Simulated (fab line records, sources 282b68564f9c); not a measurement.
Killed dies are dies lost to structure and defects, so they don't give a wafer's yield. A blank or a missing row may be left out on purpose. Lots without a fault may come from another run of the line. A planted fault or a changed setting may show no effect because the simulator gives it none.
Split-lot experiment | flow rit_cmos | 5 lots, 23 wafers read, on a route of 202 steps

THE SPLIT
At RIT_NSD_IMPLANT_08, the setting dose_cm2 was moved away from the recipe's 1e+15 on 9 of the 23 wafers read, by -6.5% to +7.4%. The other wafers ran this setting at the recipe's value.

FROM THE SPLIT TO THE READING: what the file shows between them, 10 steps
- RIT_PSD_COAT_01: resist thk 1000 nm (also split here: spin_rpm)
- RIT_PSD_SOFTBAKE_02: time 60 s
- RIT_PSD_EXPOSE_03: exposes mask M10, target cd 40900 nm
- RIT_PSD_DEVELOP_05: develop time 50 s
- RIT_PSD_HARDBAKE_07: time 60 s
- RIT_PSD_IMPLANT_08 (also split here: dose_cm2)
- RIT_PSD_STRIP_09: strips in O2, time 180 s
- RIT_SDANNEAL_CLEAN_02: cleans in SC2, time 600 s
- RIT_SDANNEAL_RTA_03: time 5 s
- RIT_SDANNEAL_RS_MEAS_04: measures by four-point-probe

THE READING
NSD_RS, in ohm/sq, at RIT_SDANNEAL_RS_MEAS_05 (measures by four-point-probe). Fault-free wafers of this fab line usually give 84.61 ohm/sq, standard deviation 0.28 ohm/sq.

wafer  | tool, chamber at the split | dose_cm2 as run | against the recipe | NSD_RS, ohm/sq | against lot-mates on the recipe
L075.2 | implanter-02, 0            | 1.028e+15       | +2.8%              | 82.82          | -1.62
L075.3 | implanter-02, 0            | 1e+15           | recipe             | 84.34          | -
L075.4 | implanter-02, 0            | 1e+15           | recipe             | 84.61          | -
L075.5 | implanter-02, 0            | 1.028e+15       | +2.8%              | 82.64          | -1.80
L075.6 | implanter-02, 0            | 1e+15           | recipe             | 84.36          | -
L077.1 | implanter-01, 0            | 1e+15           | recipe             | 84.17          | -
L077.2 | implanter-01, 0            | 1.065e+15       | +6.5%              | 80.95          | -3.49
L077.3 | implanter-01, 0            | 1.065e+15       | +6.5%              | 80.51          | -3.93
L077.4 | implanter-01, 0            | 1.065e+15       | +6.5%              | 80.48          | -3.96
L077.6 | implanter-01, 0            | 1e+15           | recipe             | 84.71          | -
L079.1 | implanter-02, 0            | 1e+15           | recipe             | 84.45          | -
L079.3 | implanter-02, 0            | 1e+15           | recipe             | 84.46          | -
L079.5 | implanter-02, 0            | 1e+15           | recipe             | 84.36          | -
L080.1 | implanter-04, 0            | 1.074e+15       | +7.4%              | 80.25          | -4.36
L080.3 | implanter-04, 0            | 1.074e+15       | +7.4%              | 79.92          | -4.69
L080.4 | implanter-04, 0            | 1e+15           | recipe             | 84.52          | -
L080.5 | implanter-04, 0            | 1e+15           | recipe             | 84.51          | -
L080.6 | implanter-04, 0            | 1e+15           | recipe             | 84.79          | -
L082.2 | implanter-02, 0            | 9.346e+14       | -6.5%              | 89.27          | +4.72
L082.3 | implanter-02, 0            | 9.346e+14       | -6.5%              | 89.04          | +4.49
L082.4 | implanter-02, 0            | 1e+15           | recipe             | 84.52          | -
L082.5 | implanter-02, 0            | 1e+15           | recipe             | 84.82          | -
L082.6 | implanter-02, 0            | 1e+15           | recipe             | 84.30          | -

THE FIT
A straight line over all 23 wafers: NSD_RS changes by -0.634 ohm/sq for each +1% of dose_cm2; r = -0.99; the points scatter about the line by 0.25 ohm/sq.
The same after taking each lot's own level away (the mean of its wafers on the recipe; 23 wafers): -0.632 ohm/sq for each +1%; r = -1.00; scatter 0.24 ohm/sq.
On that fit, the largest move of dose_cm2 shifts the reading by 4.7 ohm/sq.
The lots' own levels span 84.423 to 84.607 ohm/sq, that is 0.7 times the standard deviation above.
So the lot-to-lot level changes the slope little: the two slopes agree.
Check: with one of the wafers moved furthest among these (+7.4%) left out of the fit, the line predicts -4.62 ohm/sq for it against its lot-mates. It came out at -4.36 ohm/sq against them.

OTHER SPLITS ON THESE WAFERS
These wafers also went through other splits before the reading. Each is held against what the fit with the lots' levels taken away leaves over:
other split on the same wafers     | wafers away from the commonest value | r with NSD_RS (lot level and that fit taken away)
RIT_GATE_COAT_11 spin_rpm          | 8                                    | -0.23
RIT_NLDD_COAT_01 resist_thk_nm     | 7                                    | +0.30
RIT_NLDD_DEVELOP_05 develop_time_s | 8                                    | +0.42
RIT_SPACER_CVD_03 time_s           | 15                                   | -0.10
RIT_PSD_COAT_01 spin_rpm           | 6                                    | +0.06
RIT_PSD_IMPLANT_08 dose_cm2        | 10                                   | -0.07

THE FILE'S OWN FIT
NSD_RS changes by -0.63 ohm/sq for each +1% of dose_cm2, r = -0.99.
